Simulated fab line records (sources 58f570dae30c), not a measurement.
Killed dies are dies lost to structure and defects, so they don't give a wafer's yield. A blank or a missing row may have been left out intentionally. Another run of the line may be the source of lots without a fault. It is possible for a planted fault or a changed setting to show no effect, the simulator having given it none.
Chamber matching | flow berkeley-cmos170 | UCB170_V2_CMP_02 on cmp-02 has 4 sister chambers
The step polishes SiO2. 8 wafers are shown with their chamber, then 12 later ones without.

== WAFERS PAIRED WITH THEIR CHAMBERS ==
wafer  | chamber | motor-current-A (A) | slurry-filter-dp-kPa (kPa)
L315.5 | 3       | 15.3                | 13.31
L318.3 | 0       | 12.5                | 13.41
L317.3 | 0       | 13.0                | 13.43
L317.4 | 2       | 17.3                | 13.50
L317.5 | 3       | 14.2                | 13.42
L321.1 | 1       | 18.4                | 13.15
L321.3 | 2       | 16.7                | 13.54
L321.6 | 1       | 17.9                | 13.52

== WAFERS WITH NO CHAMBER GIVEN ==
wafer  | motor-current-A (A) | slurry-filter-dp-kPa (kPa)
L326.4 | 16.5                | 13.59
L326.5 | 14.5                | 13.68
L326.6 | 13.8                | 13.43
L327.1 | 15.3                | 13.52
L327.2 | 13.8                | 13.69
L327.4 | 18.5                | 13.59
L329.2 | 13.7                | 13.40
L329.4 | 14.7                | 13.57
L329.5 | 17.7                | 13.75
L331.1 | 17.4                | 13.67
L331.3 | 17.3                | 13.72
L331.5 | 15.0                | 13.49

== THE CHAMBER EACH PASSED THROUGH ==
wafer  | from the rows above     | in truth
L326.4 | 2                       | 2
L326.5 | can't be placed: 3 or 0 | 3
L326.6 | can't be placed: 3 or 0 | 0
L327.1 | can't be placed: 3 or 2 | 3
L327.2 | can't be placed: 0 or 3 | 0
L327.4 | can't be placed: 1 or 2 | 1
L329.2 | can't be placed: 0 or 3 | 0
L329.4 | 3                       | 3
L329.5 | can't be placed: 2 or 1 | 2
L331.1 | can't be placed: 2 or 1 | 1
L331.3 | can't be placed: 2 or 1 | 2
L331.5 | 3                       | 3
3 of 12 placed correctly. These rows do not allow placing 9 (true chamber among the candidates in 9). Number placed wrongly: 0.
How it was worked out, from the rows above alone: a wafer's distance from a chamber is the root of the sum, over the readings, of the square of ((its reading less the chamber's mean) divided by the reading's scatter). If the next closest chamber is less than 2 further off than the closest, the wafer can't be placed; otherwise it belongs to the closest. A chamber's mean is the mean of its shown wafers. How the scatter is found: for the shown wafers, subtract from each reading the mean of its chamber, square and add these, divide the total by (wafers less chambers), then take the root.
